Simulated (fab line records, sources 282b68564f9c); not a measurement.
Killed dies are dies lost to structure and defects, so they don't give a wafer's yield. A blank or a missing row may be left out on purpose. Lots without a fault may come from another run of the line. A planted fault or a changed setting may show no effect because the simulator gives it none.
One fault seen from 2 desks | flow rit_cmos | each desk has only its own numbers; what lay behind them comes last

THE METROLOGY DESK
What the gauges read, lot by lot, whatever tool the lot ran on: means of the sampled wafers that have a number. A lot is out of limits, marked OUT, if its mean lies more than 4 standard deviations from the usual mean; the brackets give that distance.
Columns: A = SILICIDE_TI_RS at RIT_SILICIDE_RS_MEAS_02, usual 47.8 ohm/sq; B = SILICIDE_TI_THK at RIT_SILICIDE_THK_MEAS_03, usual 30.1 nm
lot  | first seen here | A               | B
L120 | day 3 05:44     | 47.8            | 30.0
L121 | day 3 12:34     | 47.0            | 30.4
L122 | day 3 19:10     | 47.9            | 29.9
L123 | day 3 22:07     | 47.8            | 30.1
L124 | day 4 02:58     | 47.5            | 30.1
L126 | day 4 11:46     | 41.3 (-9.0) OUT | 35.1 (+13) OUT
L133 | day 6 01:58     | 48.5            | 29.7
L137 | day 6 19:22     | 47.6            | 30.2
L139 | day 7 04:50     | 46.6            | 30.6
L140 | day 7 11:22     | 47.7            | 30.3
L141 | day 7 13:27     | 48.9            | 29.4
L142 | day 7 18:17     | 48.0            | 29.9
L143 | day 8 00:40     | 48.1            | 30.0
This desk's finding: out of limits on L126; first on L126, day 4 11:46 (SILICIDE_TI_RS at RIT_SILICIDE_RS_MEAS_02). In limits: L120, L121, L122, L123, L124, L133, L137, L139, L140, L141, L142, L143.

THE TOOL OWNER'S DESK: pvd_sputter-03
The tool's own readings at RIT_SILICIDE_SPUTTER_01 (material Ti, target thk 30 nm, time 240 s): means of the sampled wafers that have a number, for each lot that ran on this tool. A lot is out of limits, marked OUT, if its mean lies more than 4 standard deviations from the usual mean; the brackets give that distance.
Columns: A = cathode_dc_power_W at RIT_SILICIDE_SPUTTER_01, usual 349.99 W; B = throttle_valve_pct at RIT_SILICIDE_SPUTTER_01, usual 29.8 %
lot  | first seen here | A      | B
L120 | day 3 05:35     | 350.02 | 30.1
L122 | day 3 19:01     | 349.94 | 29.7
L124 | day 4 02:46     | 349.93 | 29.4
L126 | day 4 11:37     | 349.97 | 29.2
L141 | day 7 13:18     | 349.92 | 29.9
L143 | day 8 00:31     | 350.00 | 30.1
This desk's finding: nothing out of limits on any of the 6 lots.

PUT TOGETHER
The metrology desk could have raised an alarm at day 4 11:46, on L126.
The tool owner's desk saw nothing out of limits.
The tool owner's desk has L126 on record, within its limits.
Of the lots named, all ran RIT_SILICIDE_SPUTTER_01 on pvd_sputter-03.

WHAT THE SIMULATOR HAD PUT IN
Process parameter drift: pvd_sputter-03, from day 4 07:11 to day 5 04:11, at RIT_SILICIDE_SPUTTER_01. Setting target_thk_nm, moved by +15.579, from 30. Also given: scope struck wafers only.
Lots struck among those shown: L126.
Hours from the fault's start to each desk's first reading out of limits: the metrology desk, 5.
